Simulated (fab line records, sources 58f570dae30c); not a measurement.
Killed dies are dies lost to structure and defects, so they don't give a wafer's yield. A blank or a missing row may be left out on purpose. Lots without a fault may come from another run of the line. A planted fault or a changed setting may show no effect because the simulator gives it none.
Problem report in the 8D (eight disciplines) form, filled by code | flow berkeley_cmos170 | the parts of the form that need people (team, actions taken, sign-off) are left out

1. THE PROBLEM
GATE_OVL at UCB170_GATE_OVL_MEAS_13 reads a mean of 316 nm on 9 wafers of 3 lots; wafers without a fault read 0 nm with a standard deviation of 5.9. That is +54 standard deviations from the usual mean.
First seen on wafer L300.1, day 10 09:30, on overlay-01. The record holds 45 wafers of 15 lots with a number at this step. Rule for "out", or "out of limits": more than 4 standard deviations from the usual mean. The other wafers with a number count as sound.

2. WHAT IT IS AND WHAT IT IS NOT
question                    | is                     | is not
which readings at this step | GATE_OVL               | -
which lots                  | L300, L301, L304       | L288, L290, L291, L293, L294, L295, L296, L299, L302, L305, L306, L309
which wafers of those lots  | all that have a number | -
read on which gauges        | overlay-01, overlay-02 | -
when                        | from day 10 09:30      | up to then (21 sound wafers); but 15 sound wafers of L299, L302, L305, L306, L309 came after

3. SUSPECTS, AND WHAT RULES EACH OUT
Counting: a tool at a process step up to the reading stays a suspect if it ran every lot that is out and no sound lot after the first of them.
- the gauge at UCB170_GATE_OVL_MEAS_13: ruled out. The wafers that are out were read on 2 gauges (overlay-01, overlay-02).
- krf_scanner-01 at UCB170_GATE_EXPOSE_09 (exposes mask POLY, target cd 350 nm): kept. It ran every lot that is out, first L300 (day 10 08:59), and no sound lot after that; its last sound lot up to then is L294 (day 8 17:16).
Left after counting: krf_scanner-01 at UCB170_GATE_EXPOSE_09.

4. THE CAUSE (what the simulator had put in)
Scanner matching overlay: krf_scanner-01, from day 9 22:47 on, at UCB170_GATE_EXPOSE_09. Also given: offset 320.
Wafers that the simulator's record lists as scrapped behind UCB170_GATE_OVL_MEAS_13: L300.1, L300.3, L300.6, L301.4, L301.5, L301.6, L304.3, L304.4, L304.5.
Counting left only this tool.

5. THE CHAIN OF EFFECTS, in route order
Each row: a reading whose mean over the struck wafers that have a number lies more than 3 standard deviations from the usual. Only readings for which the record gives a usual standard deviation are gone through. hours: the time from each lot's start at the first step in this table that gives one to its start at this step, as a median over the lots. sigmas: the change in usual standard deviations.
hours | step                    | reading  | usual | on struck wafers | change | sigmas
0     | UCB170_GATE_OVL_MEAS_13 | GATE_OVL | 0 nm  | 316              | +316   | +54

6. WHAT WOULD HAVE CAUGHT IT SOONER
In this record the first reading out of limits at a measuring or inspecting step was taken at day 10 09:30, 11 hours after the fault began at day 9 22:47.
Of the tool readings at UCB170_GATE_EXPOSE_09 for which the record gives a usual standard deviation, none was out on any struck wafer, so an alarm limit of 4 standard deviations on them would not have fired.
Of the lots that are out (3), L301, L304 began UCB170_GATE_EXPOSE_09 on krf_scanner-01 after day 10 09:30. A hold on the tool at that time would have spared those 2.
